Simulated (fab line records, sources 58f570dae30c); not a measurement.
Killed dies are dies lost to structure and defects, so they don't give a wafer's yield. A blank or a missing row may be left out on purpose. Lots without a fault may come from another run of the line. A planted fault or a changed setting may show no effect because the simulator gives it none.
Which tool did it? | flow berkeley_cmos170 | 14 lots, 42 wafers sampled, at 4 steps of a route of 331

WHAT THE GAUGES READ, wafer by wafer
UCB170_ACTIVE_CD_MEAS_90: target cd 1200 nm. Usual: cd_nm 1199.9 nm, standard deviation 1.8.
lot  | measured    | on        | cd_nm (nm)           | flag
L170 | day 4 14:33 | cd_sem-02 | 1202.9 1201.6 1202.4 |
L171 | day 5 00:46 | cd_sem-01 | 1199.4 1200.3 1199.2 |
L172 | day 5 00:52 | cd_sem-01 | 1198.7 1199.8 1200.0 |
L173 | day 5 09:22 | cd_sem-02 | 1197.3 1197.1 1197.4 |
L184 | day 8 03:05 | cd_sem-01 | 1199.4 1201.3 1198.2 |
L185 | day 8 03:31 | cd_sem-02 | 1200.8 1200.3 1199.9 |
L186 | day 8 03:19 | cd_sem-02 | 1196.6 1196.9 1197.9 |
L187 | day 8 19:54 | cd_sem-01 | 1200.3 1200.1 1200.8 |
L188 | day 8 19:22 | cd_sem-01 | 1200.5 1200.9 1203.2 |
L190 | day 9 00:03 | cd_sem-02 | 1200.8 1200.9 1199.3 |
L191 | day 9 09:13 | cd_sem-02 | 1197.9 1198.3 1198.1 |
L192 | day 9 08:47 | cd_sem-01 | 1200.9 1200.9 1200.7 |

UCB170_PFIELD_OVL_MEAS_06. Usual: PFIELD_OVL 3 nm, standard deviation 6.
lot  | measured    | on         | PFIELD_OVL (nm) | flag
L170 | day 4 16:37 | overlay-02 | 7 10 6          |
L171 | day 5 02:47 | overlay-02 | 8 11 4          |
L172 | day 5 03:03 | overlay-01 | 1 -4 -3         |
L173 | day 5 10:50 | overlay-01 | 2 5 11          |
L184 | day 8 05:24 | overlay-02 | -3 -9 -4        |
L185 | day 8 07:06 | overlay-02 | 10 15 11        |
L186 | day 8 05:35 | overlay-01 | 6 -1 1          |
L187 | day 8 21:19 | overlay-02 | 3 0 -1          |
L188 | day 8 21:07 | overlay-01 | 7 4 6           |
L190 | day 9 01:52 | overlay-01 | -6 -7 3         |
L191 | day 9 10:44 | overlay-02 | 1 7 5           |
L192 | day 9 10:15 | overlay-02 | 13 5 5          |

WHICH TOOL RAN EACH LOT (tool, then ch and the chambers of the sampled wafers, then the start)
lot  | UCB170_PWELL_STRIP_16               | UCB170_WELLDRIVE_OXIDATION_01
L170 | plasma_asher-03 ch 0,1, day 3 04:52 | furnace-02 ch 0, day 3 13:39
L171 | plasma_asher-03 ch 0,1, day 3 11:15 | furnace-04 ch 0, day 3 18:47
L172 | plasma_asher-04 ch 0,1, day 3 11:24 | furnace-04 ch 0, day 3 18:47
L173 | plasma_asher-03 ch 0,1, day 3 19:10 | furnace-04 ch 0, day 4 05:27
L174 | plasma_asher-04 ch 0,1, day 4 04:44 | furnace-04, day 4 14:23
L175 | plasma_asher-01 ch 0,1, day 4 05:04 | furnace-04, day 4 14:23
L184 | plasma_asher-03 ch 0,1, day 6 14:33 | furnace-01 ch 0, day 7 00:31
L185 | plasma_asher-01 ch 0,1, day 6 15:04 | furnace-01 ch 0, day 7 00:31
L186 | plasma_asher-04 ch 0,1, day 6 15:17 | furnace-01 ch 0, day 7 00:31
L187 | plasma_asher-04 ch 0,1, day 7 05:26 | furnace-02 ch 0, day 7 14:58
L188 | plasma_asher-01 ch 0,1, day 7 05:29 | furnace-02 ch 0, day 7 14:58
L190 | plasma_asher-01 ch 1, day 7 16:10   | furnace-02 ch 0, day 8 01:44
L191 | plasma_asher-04 ch 0,1, day 8 01:17 | furnace-02 ch 0, day 8 11:05
L192 | plasma_asher-03 ch 1, day 8 01:52   | furnace-02 ch 0, day 8 11:05
- UCB170_PWELL_STRIP_16: strips in O2.
- UCB170_WELLDRIVE_OXIDATION_01: target thk 199 nm, ox time 9000 s.

WHAT THE TOOLS THEMSELVES READ (means of the sampled wafers that have a number; where no wafer has one, the mark that the record gives instead)
UCB170_PWELL_STRIP_16. Usual: drypump_motor_current_A 6.0 A, standard deviation 0.37; oes_product_au 0.720 a.u., standard deviation 0.0045; strip_time_to_endpoint_s 18.09 s, standard deviation 0.12.
lot  | tool            | drypump_motor_current_A (A) | oes_product_au (a.u.) | strip_time_to_endpoint_s (s) | flag
L170 | plasma_asher-03 | 6.2                         | 0.723                 | 18.03                        |
L171 | plasma_asher-03 | 6.5                         | 0.718                 | 18.24                        |
L172 | plasma_asher-04 | 5.8                         | 0.725                 | 18.00                        |
L173 | plasma_asher-03 | 6.5                         | 0.719                 | 18.15                        |
L174 | plasma_asher-04 | 5.8                         | 0.720                 | 18.22                        |
L175 | plasma_asher-01 | 6.0                         | 0.719                 | 18.02                        |
L184 | plasma_asher-03 | 6.4                         | 0.720                 | 18.22                        |
L185 | plasma_asher-01 | 6.1                         | 0.719                 | 18.08                        |
L186 | plasma_asher-04 | 5.8                         | 0.724                 | 18.14                        |
L187 | plasma_asher-04 | 5.7                         | 0.718                 | 18.08                        |
L188 | plasma_asher-01 | 5.9                         | 0.726                 | 18.04                        |
L190 | plasma_asher-01 | 5.6                         | 0.719                 | 18.29                        |
L191 | plasma_asher-04 | 5.7                         | 0.716                 | 18.06                        |
L192 | plasma_asher-03 | 6.7                         | 0.719                 | 18.14                        |

UCB170_WELLDRIVE_OXIDATION_01. Usual: ox_temp_c 1100.0 C, standard deviation 0.5; ox_temp_c_max 1104.8, standard deviation 2.9; tube_center_temp_C_max 1102.9, standard deviation 0.49.
lot  | tool       | ox_temp_c (C) | ox_temp_c_max | tube_center_temp_C_max | flag
L170 | furnace-02 | 1100.2        | 1102.9        | 1103.0                 |
L171 | furnace-04 | 1099.7        | 1109.0        | 1103.1                 |
L172 | furnace-04 | 1100.2        | 1110.3        | 1103.1                 |
L173 | furnace-04 | 1099.8        | 1109.0        | 1102.8                 |
L174 | furnace-04 | -             | -             | -                      | OFF
L175 | furnace-04 | -             | -             | -                      | OFF
L184 | furnace-01 | 1099.8        | 1103.4        | 1103.5                 |
L185 | furnace-01 | 1099.9        | 1103.4        | 1103.5                 |
L186 | furnace-01 | 1099.7        | 1103.4        | 1102.9                 |
L187 | furnace-02 | 1100.7        | 1103.5        | 1102.9                 |
L188 | furnace-02 | 1100.4        | 1102.7        | 1102.6                 |
L190 | furnace-02 | 1099.9        | 1102.4        | 1102.3                 |
L191 | furnace-02 | 1100.2        | 1102.7        | 1102.8                 |
L192 | furnace-02 | 1100.1        | 1103.0        | 1102.6                 |

THE ANSWER, worked out from the rows above alone
Rule: a lot is off if the mean of its wafers that have a number lies more than 3 standard deviations from the usual mean. A lot without any number at a reading at which 4 lots or more have one is off too. The other lots that the step has rows for count as sound. The gauges are gone through in route order, then the tools' own readings, and for those a lot's mean is taken as printed above. The first step at which some lot is off is used, and at that step the reading that is off furthest; a lot without a number counts as furthest.
Off: L174, L175, at UCB170_WELLDRIVE_OXIDATION_01 (ox_temp_c). Without a number there: L174, L175.
A tool fits if, at that step or a process step before it, it ran every lot that is off, and no sound lot after the first of them. One fits: furnace-04 at UCB170_WELLDRIVE_OXIDATION_01. Its last sound lot is L173 (day 4 05:27), its first lot that is off L174 (day 4 14:23): a fault that began between those two fits.
Blank at UCB170_WELLDRIVE_OXIDATION_01 on the lots that are off, where sound lots have numbers: ox_temp_c, ox_temp_c_max, tube_center_temp_C_max.

WHAT THE SIMULATOR HAD PUT IN
Skipped step whole: furnace-04, from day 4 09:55 on, at UCB170_WELLDRIVE_OXIDATION_01. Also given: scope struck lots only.
Lots struck among those shown: L174, L175. The rule above found the same.
